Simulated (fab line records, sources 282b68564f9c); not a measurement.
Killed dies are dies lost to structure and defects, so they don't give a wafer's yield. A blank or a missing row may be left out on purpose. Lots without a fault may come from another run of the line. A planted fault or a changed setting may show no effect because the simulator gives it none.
Split-lot experiment | flow rit_cmos | 5 lots, 23 wafers read, on a route of 202 steps

THE SPLIT
At RIT_NWELL_COAT_01 (resist thk 1300 nm), the setting resist_thk_nm was moved away from the recipe's 1300 nm on 10 of the 23 wafers read, by -3.6% to +2.5%. The other wafers ran this setting at the recipe's value.

FROM THE SPLIT TO THE READING: what the file shows between them, 4 steps
- RIT_NWELL_SOFTBAKE_02: time 60 s (also split here: time_s)
- RIT_NWELL_EXPOSE_03: exposes mask M2, target cd 43900 nm
- RIT_NWELL_PEB_04
- RIT_NWELL_DEVELOP_05: develop time 68 s

THE READING
NOVOLAK_of_NWELL_COAT_01.thk_nm (the simulator's own value, which no gauge read), in nm, at RIT_NWELL_HARDBAKE_07 (time 120 s). The file gives no usual value for it. The 13 wafers here that ran the recipe average 1137 nm, standard deviation 4.3 nm.

wafer  | tool, chamber at the split | resist_thk_nm as run, nm | against the recipe | NOVOLAK_of_NWELL_COAT_01.thk_nm, nm | against lot-mates on the recipe
L074.1 | litho_track-02, 0          | 1271                     | -2.2%              | 1115                                | -30
L074.6 | litho_track-02, 0          | 1271                     | -2.2%              | 1115                                | -30
L074.2 | litho_track-02, 0          | 1271                     | -2.2%              | 1118                                | -27
L074.4 | litho_track-02, 0          | 1300                     | recipe             | 1144                                | -
L074.5 | litho_track-02, 0          | 1300                     | recipe             | 1146                                | -
L077.2 | litho_track-04, 0          | 1300                     | recipe             | 1131                                | -
L077.4 | litho_track-04, 0          | 1300                     | recipe             | 1134                                | -
L077.5 | litho_track-04, 0          | 1300                     | recipe             | 1133                                | -
L079.1 | litho_track-02, 0          | 1300                     | recipe             | 1142                                | -
L079.3 | litho_track-02, 0          | 1300                     | recipe             | 1138                                | -
L079.4 | litho_track-02, 0          | 1262                     | -2.9%              | 1107                                | -33
L079.5 | litho_track-02, 0          | 1262                     | -2.9%              | 1107                                | -33
L079.6 | litho_track-02, 0          | 1300                     | recipe             | 1139                                | -
L080.1 | litho_track-04, 0          | 1332                     | +2.5%              | 1163                                | +28
L080.2 | litho_track-04, 0          | 1332                     | +2.5%              | 1159                                | +24
L080.3 | litho_track-04, 0          | 1300                     | recipe             | 1133                                | -
L080.4 | litho_track-04, 0          | 1300                     | recipe             | 1136                                | -
L080.5 | litho_track-04, 0          | 1300                     | recipe             | 1135                                | -
L081.1 | litho_track-02, 0          | 1253                     | -3.6%              | 1095                                | -42
L081.2 | litho_track-02, 0          | 1300                     | recipe             | 1136                                | -
L081.3 | litho_track-02, 0          | 1253                     | -3.6%              | 1096                                | -40
L081.4 | litho_track-02, 0          | 1253                     | -3.6%              | 1097                                | -40
L081.6 | litho_track-02, 0          | 1300                     | recipe             | 1137                                | -

THE FIT
A straight line over all 23 wafers: NOVOLAK_of_NWELL_COAT_01.thk_nm changes by +10.5 nm for each +1% of resist_thk_nm; r = +0.98; the points scatter about the line by 3.9 nm.
The same after taking each lot's own level away (the mean of its wafers on the recipe; 23 wafers): +11.3 nm for each +1%; r = +1.00; scatter 1.9 nm.
On that fit, the largest move of resist_thk_nm shifts the reading by 41 nm.
The lots' own levels span 1132.7 to 1145.0 nm, that is 2.9 times the standard deviation above.
So the lot-to-lot level changes the slope little: the two slopes agree.
Check: with one of the wafers moved furthest among these (-3.6%) left out of the fit, the line predicts -41.5 nm for it against its lot-mates. It came out at -41.5 nm against them.

OTHER SPLITS ON THESE WAFERS
These wafers also went through other splits before the reading. Each is held against what the fit with the lots' levels taken away leaves over:
other split on the same wafers | wafers away from the commonest value | r with NOVOLAK_of_NWELL_COAT_01.thk_nm (lot level and that fit taken away)
RIT_FOX1_OXIDATION_00 temp_c   | 10                                   | -0.35
RIT_NWELL_SOFTBAKE_02 time_s   | 10                                   | -0.16

THE WHOLE CHAIN: every reading that the file lists as answering this split, in the file's order
step                  | what it does       | reading                                                                          | change (the file's fit)              | r (the file's)
RIT_NWELL_COAT_01     | resist thk 1300 nm | NOVOLAK_of_NWELL_COAT_01.thk_nm (the simulator's own value, which no gauge read) | +13.2 nm for each +1% of the setting | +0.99
RIT_NWELL_HARDBAKE_07 | time 120 s         | NOVOLAK_of_NWELL_COAT_01.thk_nm (the simulator's own value, which no gauge read) | +11.4 nm for each +1% of the setting | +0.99

THE FILE'S OWN FIT
NOVOLAK_of_NWELL_COAT_01.thk_nm changes by +11.4 nm for each +1% of resist_thk_nm, r = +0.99.
